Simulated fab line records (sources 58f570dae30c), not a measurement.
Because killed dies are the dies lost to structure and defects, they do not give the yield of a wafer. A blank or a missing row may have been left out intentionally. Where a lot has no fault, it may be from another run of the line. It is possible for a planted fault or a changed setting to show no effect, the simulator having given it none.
The tool behind it: which one?    flow berkeley-cmos170    14 lots with 42 wafers sampled at 4 steps, on a route of 331 steps

WHAT THE GAUGES SHOWED, per wafer
UCB170_START_BOW_MEAS_00. Usual: INCOMING_BOW gives 0 um (standard deviation 6.6).
lot   measured     on             INCOMING_BOW (um)  flag
L163  day 1 20:01  film-metro-03  8 5 0              
L165  day 2 06:02  film-metro-03  -3 -3 -7           
L167  day 2 16:00  film-metro-02  3 -7 0             
L168  day 2 21:04  film-metro-02  -6 5 -4            
L169  day 3 02:00  film-metro-02  -7 -12 2           
L171  day 3 12:01  film-metro-02  6 -6 3             
L173  day 3 22:02  film-metro-03  -2 -13 0           
L174  day 4 03:00  film-metro-02  -5 1 -3            
L175  day 4 08:01  film-metro-03  -7 5 9             
L179  day 5 04:02  film-metro-01  9 7 3              
L180  day 5 09:04  film-metro-02  14 -12 -10         
L182  day 5 19:01  film-metro-01  10 3 3             
L183  day 6 00:00  film-metro-01  6 4 2              
L184  day 6 05:00  film-metro-02  7 -3 4             

UCB170_SDANNEAL_RS_MEAS_02: measures by four-point-probe. Usual: PSD_RS gives 75.62 ohm/sq (standard deviation 0.3).
lot   measured      on             PSD_RS (ohm/sq)    flag
L163  day 6 18:20   film-metro-02  76.17 75.51 75.38  
L165  day 7 21:36   film-metro-01  75.08 74.83 75.28  
L167  day 7 21:44   film-metro-02  75.68 75.72 75.52  
L168  day 8 15:25   film-metro-03  75.58 75.52 75.86  
L169  day 8 15:05   film-metro-02  75.31 75.48 75.46  
L171  day 9 09:26   film-metro-02  75.64 75.86 75.66  
L173  day 9 09:06   film-metro-03  75.57 75.62 75.80  
L174  day 9 13:49   film-metro-01  75.97 76.29 76.25  
L175  day 9 13:29   film-metro-03  75.63 75.36 75.60  
L179  day 10 09:39  film-metro-02  75.68 75.65 75.60  
L180  day 11 05:08  film-metro-02  75.45 75.81 75.76  
L182  day 11 04:28  film-metro-02  75.51 75.63 75.62  
L183  day 11 04:34  film-metro-03  75.31 74.98 75.16  
L184  day 11 05:02  film-metro-03  75.39 75.41 75.45  

UCB170_M2_OVL_MEAS_16. Usual: M2_OVL gives 0 nm (standard deviation 4.9).
lot   measured      on          M2_OVL (nm)  flag
L163  day 7 13:43   overlay-01  -1 -5 1      
L165  day 8 14:30   overlay-01  -6 -4 3      
L167  day 8 14:22   overlay-02  -1 4 -4      
L168  day 9 09:28   overlay-01  0 -6 -1      
L169  day 9 09:07   overlay-02  7 5 3        
L171  day 10 07:02  overlay-01  3 -4 5       
L173  day 10 06:53  overlay-01  4 0 -5       
L174  day 10 09:33  overlay-02  3 0 4        
L175  day 10 10:04  overlay-02  -3 7 -2      
L179  day 11 09:42  overlay-01  -8 -1 -2     
L180  day 12 02:26  overlay-01  -5 2 -5      
L182  day 11 22:47  overlay-01  -8 -1 -6     
L183  day 11 22:52  overlay-01  4 1 7        
L184  day 12 02:04  overlay-01  8 8 -2       

TOOL THAT RAN EACH LOT (tool first, then ch and the chambers of the sampled wafers, then the start)
lot   UCB170_SILICIDE_SPUTTER_01
L163  pvd-sputter-02, day 6 18:52
L165  pvd-sputter-01, day 7 22:06
L167  pvd-sputter-04, day 7 22:17
L168  pvd-sputter-04, day 8 15:54
L169  pvd-sputter-01, day 8 15:38
L171  pvd-sputter-02, day 9 09:58
L173  pvd-sputter-01, day 9 09:37
L174  pvd-sputter-04, day 9 14:22
L175  pvd-sputter-02, day 9 14:01
L179  pvd-sputter-04, day 10 10:10
L180  pvd-sputter-01, day 11 05:40
L182  pvd-sputter-02, day 11 05:00
L183  pvd-sputter-01, day 11 05:06
L184  pvd-sputter-02, day 11 05:35
- UCB170_SILICIDE_SPUTTER_01: material Ti, target thk 30 nm, time 25 s.

AS READ BY THE TOOLS THEMSELVES (means over the sampled wafers that have a number; for cases with no such wafer, the mark the record gives instead)
UCB170_SILICIDE_SPUTTER_01. Usual: chamber-pressure-pa 0.4999 Pa, standard deviation 0.00089; throttle-valve-pct 29.8 %, standard deviation 1.4.
lot   tool            chamber-pressure-pa (Pa)  throttle-valve-pct (%)  flag
L163  pvd-sputter-02  0.5001                    30.5                    
L165  pvd-sputter-01  0.4997                    29.1                    
L167  pvd-sputter-04  0.5007                    30.2                    
L168  pvd-sputter-04  0.5001                    30.3                    
L169  pvd-sputter-01  0.4997                    29.5                    
L171  pvd-sputter-02  0.4991                    29.1                    
L173  pvd-sputter-01  0.5008                    29.5                    
L174  pvd-sputter-04  0.5001                    29.5                    
L175  pvd-sputter-02  0.5007                    30.4                    
L179  pvd-sputter-04  0.4997                    29.5                    
L180  pvd-sputter-01  0.4996                    29.9                    
L182  pvd-sputter-02  0.4999                    29.0                    
L183  pvd-sputter-01  0.4998                    30.3                    
L184  pvd-sputter-02  0.4998                    29.1                    

THE ANSWER, worked out from the rows above alone
Rule: a lot counts as off when the mean over its wafers that have a number is more than 3 standard deviations away from the usual mean. A lot without any number at a reading at which 4 lots or more have one is off too. All remaining lots with rows at the step are treated as sound. The gauges are gone through in route order, then the tools' own readings, and for those a lot's mean is taken as printed above. At the first step where some lot is off, the reading lying furthest off is the one used; lots without a number count as furthest.
Nothing can be told from this: no lot is off at any reading shown.

WHAT THE SIMULATOR HAD PUT IN
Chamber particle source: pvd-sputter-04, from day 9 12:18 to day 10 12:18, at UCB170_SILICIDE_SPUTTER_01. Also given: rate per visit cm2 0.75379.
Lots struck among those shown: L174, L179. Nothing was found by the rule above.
